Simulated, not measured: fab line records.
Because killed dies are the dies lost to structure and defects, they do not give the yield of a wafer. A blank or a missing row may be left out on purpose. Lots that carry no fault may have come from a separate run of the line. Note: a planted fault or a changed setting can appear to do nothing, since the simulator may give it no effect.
Lot-split experiment + flow berkeley cmos170 + route with 331 steps; 5 lots, 23 wafers read

## ON THE SPLIT
At UCB170_M2_PEB_13, the setting peb temp c was moved away from the recipe's 130 C on 8 of the 23 wafers read, by -1.2% to +1.8%. The other wafers ran this setting at the recipe's value.

## FROM THE SPLIT ON TO THE READING: in between, the file shows 1 step
- UCB170_M2_DEVELOP_14: develop time 45 s

## THE READING
At UCB170_M2_CD_MEAS_15: cd nm in nanometres, against a target cd of 700 nm. Fault-free wafers of this fab line usually give 699.7 nm, standard deviation 0.85 nm.

| wafer  | tool, chamber at the split | peb temp c as run, C | against the recipe | cd nm, nm | against lot-mates on the recipe |
|--------|----------------------------|----------------------|--------------------|-----------|---------------------------------|
| L074.1 | litho track-02, 0          | 130                  | recipe             | 699.9     | -                               |
| L074.2 | litho track-02, 0          | 130                  | recipe             | 700.6     | -                               |
| L074.3 | litho track-02, 0          | 130                  | recipe             | 699.3     | -                               |
| L074.4 | litho track-02, 0          | 132.4                | +1.8%              | 685.6     | -14.3                           |
| L074.5 | litho track-02, 0          | 132.4                | +1.8%              | 686.2     | -13.7                           |
| L076.1 | litho track-04, 0          | 131.9                | +1.5%              | 688.3     | -12.2                           |
| L076.2 | litho track-04, 0          | 130                  | recipe             | 701.1     | -                               |
| L076.3 | litho track-04, 0          | 131.9                | +1.5%              | 688.5     | -12.0                           |
| L076.5 | litho track-04, 0          | 131.9                | +1.5%              | 688.1     | -12.4                           |
| L076.6 | litho track-04, 0          | 130                  | recipe             | 699.9     | -                               |
| L079.1 | litho track-04, 0          | 128.4                | -1.2%              | 711.5     | +12.6                           |
| L079.2 | litho track-04, 0          | 128.4                | -1.2%              | 709.4     | +10.5                           |
| L079.3 | litho track-04, 0          | 128.4                | -1.2%              | 710.5     | +11.6                           |
| L079.5 | litho track-04, 0          | 130                  | recipe             | 698.7     | -                               |
| L079.6 | litho track-04, 0          | 130                  | recipe             | 699.0     | -                               |
| L082.2 | litho track-01, 0          | 130                  | recipe             | 700.5     | -                               |
| L082.3 | litho track-01, 0          | 130                  | recipe             | 701.3     | -                               |
| L082.4 | litho track-01, 0          | 130                  | recipe             | 699.7     | -                               |
| L082.5 | litho track-01, 0          | 130                  | recipe             | 700.9     | -                               |
| L082.6 | litho track-01, 0          | 130                  | recipe             | 700.0     | -                               |
| L083.3 | litho track-01, 0          | 130                  | recipe             | 699.7     | -                               |
| L083.5 | litho track-01, 0          | 130                  | recipe             | 700.9     | -                               |
| L083.6 | litho track-01, 0          | 130                  | recipe             | 700.3     | -                               |

FIT RESULTS
A straight line over all 23 wafers: cd nm changes by -8.05 nm for each +1% of peb temp c; r = -0.99; the points scatter about the line by 0.76 nm.
The same after taking each lot's own level away (the mean of its wafers on the recipe; 23 wafers): -8.42 nm for each +1%; r = -0.99; scatter 0.81 nm.
That fit puts the effect of the largest move of peb temp c on the reading at 16 nm.
From 698.85 to 700.50 nm: that is the span of the lots' own levels, equal to 1.9 times the standard deviation above.
Hence the lot-to-lot level has little effect on the slope; both slopes agree.
Check: with one of the wafers moved furthest among these (+1.8%) left out of the fit, the line predicts -15.5 nm for it against its lot-mates. It came out at -14.3 nm against them.

## OTHER SPLITS APPLIED TO THESE WAFERS
Other splits were also applied to these wafers ahead of the reading. Each is held against what the fit with the lots' levels taken away leaves over:
| other split on the same wafers                 | wafers away from the commonest value | r with cd nm (lot level and that fit taken away) |
|------------------------------------------------|--------------------------------------|--------------------------------------------------|
| UCB170_NSD_EXPOSE_03 dose mj                   | 9                                    | -0.12                                            |
| UCB170_BACKSIDE_STRIP_03 power w               | 5                                    | -0.18                                            |
| UCB170_SILICIDE_SPUTTER_01 chamber pressure pa | 15                                   | +0.30                                            |
| UCB170_M1_COAT_04 resist thk nm                | 7                                    | -0.01                                            |
| UCB170_V1_CVD_00 time s                        | 10                                   | -0.12                                            |
| UCB170_M2_SPUTTER_01 chamber pressure pa       | 18                                   | -0.29                                            |

## FILE'S OWN FIT
cd nm changes by -8.2 nm for each +1% of peb temp c, r = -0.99.
